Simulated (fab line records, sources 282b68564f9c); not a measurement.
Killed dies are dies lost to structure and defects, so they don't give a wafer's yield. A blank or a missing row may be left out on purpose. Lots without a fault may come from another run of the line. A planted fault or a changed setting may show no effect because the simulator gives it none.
Problem report in the 8D (eight disciplines) form, filled by code | flow rit_cmos | the parts of the form that need people (team, actions taken, sign-off) are left out

1. THE PROBLEM
PWELL_OVL at RIT_PWELL_OVL_MEAS_06 reads a mean of 239.9 nm on 9 wafers of 3 lots; wafers without a fault read 0.1 nm with a standard deviation of 1.6. That is +99 or more standard deviations from the usual mean.
First seen on wafer L252.3, day 4 15:41, on overlay-01. The record holds 45 wafers of 15 lots with a number at this step. Rule for "out", or "out of limits": more than 4 standard deviations from the usual mean. The other wafers with a number count as sound.

2. WHAT IT IS AND WHAT IT IS NOT
question                    | is                     | is not
which readings at this step | PWELL_OVL              | -
which lots                  | L252, L254, L256       | L239, L240, L241, L243, L244, L246, L247, L248, L249, L250, L259, L262
which wafers of those lots  | all that have a number | -
read on which gauges        | overlay-01             | overlay-02
when                        | from day 4 15:41       | up to then (30 sound wafers); but 6 sound wafers of L259, L262 came after

3. SUSPECTS, AND WHAT RULES EACH OUT
Counting: a tool at a process step up to the reading stays a suspect if it ran every lot that is out and no sound lot after the first of them.
- the gauge at RIT_PWELL_OVL_MEAS_06: kept. All the wafers that are out were read on overlay-01, and no step on other tools shows them out.
- iline_stepper-01 at RIT_PWELL_EXPOSE_03 (exposes mask M3, target cd 43700 nm): kept. It ran every lot that is out, first L252 (day 4 15:17), and no sound lot after that; its last sound lot up to then is L247 (day 3 13:23).
Left after counting: iline_stepper-01 at RIT_PWELL_EXPOSE_03, overlay-01 at RIT_PWELL_OVL_MEAS_06.

4. THE CAUSE (what the simulator had put in)
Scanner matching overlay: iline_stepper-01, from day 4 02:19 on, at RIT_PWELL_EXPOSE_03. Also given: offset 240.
Counting left 2 suspects, and this tool is among them.

5. THE CHAIN OF EFFECTS, in route order
Each row: a reading whose mean over the struck wafers that have a number lies more than 3 standard deviations from the usual. Only readings for which the record gives a usual standard deviation are gone through. hours: the time from each lot's start at the first step in this table that gives one to its start at this step, as a median over the lots. sigmas: the change in usual standard deviations.
hours | step                  | reading   | usual  | on struck wafers | change | sigmas
0     | RIT_PWELL_OVL_MEAS_06 | PWELL_OVL | 0.1 nm | 239.9            | +239.8 | +99 or more
Later measuring or inspecting steps at which every struck wafer that the step has a row for has a number for every such reading, and none has moved that far: RIT_PLDD_OVL_MEAS_06, RIT_SDANNEAL_RS_MEAS_04.

6. WHAT WOULD HAVE CAUGHT IT SOONER
In this record the first reading out of limits at a measuring or inspecting step was taken at day 4 15:41, 13 hours after the fault began at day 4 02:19.
Of the tool readings at RIT_PWELL_EXPOSE_03 for which the record gives a usual standard deviation, none was out on any struck wafer, so an alarm limit of 4 standard deviations on them would not have fired.
Of the lots that are out (3), L254, L256 began RIT_PWELL_EXPOSE_03 on iline_stepper-01 after day 4 15:41. A hold on the tool at that time would have spared those 2.
